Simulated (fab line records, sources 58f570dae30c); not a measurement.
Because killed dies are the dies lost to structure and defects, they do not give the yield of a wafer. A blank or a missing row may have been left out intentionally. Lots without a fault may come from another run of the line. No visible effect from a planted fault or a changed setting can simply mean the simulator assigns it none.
Shared-tool check ; flow berkeley_cmos170 ; 14 lots, 42 wafers sampled

== WHAT PROMPTED THE OPENING ==
Of 14 lots, 2 have the reading NVT_OVL flagged at UCB170_NVT_OVL_MEAS_06. Fault-free wafers read 2 nm, with a standard deviation of 5.
Rule: a lot gets a flag if all its wafers with a number sit over 4 standard deviations from that mean, or if no wafer of it has a number. The rest of the lots are taken to be sound.

lot;measured;on;NVT_OVL (nm), wafer by wafer;flag
L846;day 5 13:34;overlay-01;5 7 13;
L848;day 5 21:28;overlay-01;-2 -3 -2;
L850;day 6 12:20;overlay-01;-2 -1 -2;
L849;day 6 12:34;overlay-01;7 13 12;
L851;day 7 00:45;overlay-01;-1 4 2;
L852;day 7 01:05;overlay-02;3 5 5;
L855;day 7 16:40;overlay-02;6 12 5;
L854;day 7 16:57;overlay-02;-2 11 1;
L857;day 7 17:19;overlay-01;269 276 274;FLAGGED
L856;day 7 17:35;overlay-01;-7 -5 -2;
L859;day 8 19:29;overlay-02;279 271 277;FLAGGED
L862;day 8 19:46;overlay-01;3 2 7;
L865;day 9 14:31;overlay-01;-1 -1 7;
L869;day 9 22:59;overlay-01;1 -7 -6;
Average over the flagged lots: 274 nm; offset from the usual +272 nm, equal to +54 standard deviations.

== WHICH TOOL RAN EACH LOT ==
The record keeps 1 process step preceding the reading, out of 331 steps on the route. Cell contents, in order: the tool; ch with the chambers the sampled wafers went through; the start.
lot;flag;UCB170_NVT_EXPOSE_03
L846;;krf_scanner-02 ch 0, day 5 13:02
L848;;krf_scanner-02 ch 0, day 5 21:04
L850;;krf_scanner-01 ch 0, day 6 11:31
L849;;krf_scanner-02 ch 0, day 6 11:45
L851;;krf_scanner-02 ch 0, day 7 00:21
L852;;krf_scanner-01 ch 0, day 7 00:36
L855;;krf_scanner-02 ch 0, day 7 15:41
L854;;krf_scanner-01 ch 0, day 7 15:59
L857;FLAGGED;krf_scanner-02 ch 0, day 7 16:10
L856;;krf_scanner-01 ch 0, day 7 16:25
L859;FLAGGED;krf_scanner-02 ch 0, day 8 18:54
L862;;krf_scanner-01 ch 0, day 8 19:08
L865;;krf_scanner-01 ch 0, day 9 14:08
L869;;krf_scanner-01 ch 0, day 9 22:23
These steps, and what they do:
- UCB170_NVT_EXPOSE_03: exposes mask PWELL, target cd 3000 nm.
- UCB170_NVT_OVL_MEAS_06

== FLAGGED AGAINST TOTAL, ONE TOOL AT A TIME (gauges that did the reading follow at the end) ==
step;tool;lots run;flagged;share of the flagged lots;sound lots run after its first flagged lot
UCB170_NVT_EXPOSE_03;krf_scanner-01;7;0;none;-
UCB170_NVT_EXPOSE_03;krf_scanner-02;7;2;all;0
UCB170_NVT_OVL_MEAS_06;overlay-01;10;1;some;4 (L856,L862,L865,L869)
UCB170_NVT_OVL_MEAS_06;overlay-02;4;1;some;0

== THE TABLE: WHAT IT ALLOWS ==
All flagged lots share 1 row of the table, namely krf_scanner-02 at UCB170_NVT_EXPOSE_03.
- krf_scanner-02 at UCB170_NVT_EXPOSE_03 ran 7 lots, 2 of them flagged. It ran its last sound lot, L855, at day 7 15:41 and its first flagged lot, L857, at day 7 16:10: a fault with its onset between the two fits.
One tool is left: krf_scanner-02 at UCB170_NVT_EXPOSE_03.

== WHAT HAD BEEN PUT IN BY THE SIMULATOR ==
Scanner matching overlay: krf_scanner-02, from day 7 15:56 on, at UCB170_NVT_EXPOSE_03. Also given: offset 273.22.
Shown lots that were struck: L857, L859. The rule given above showed the same thing.
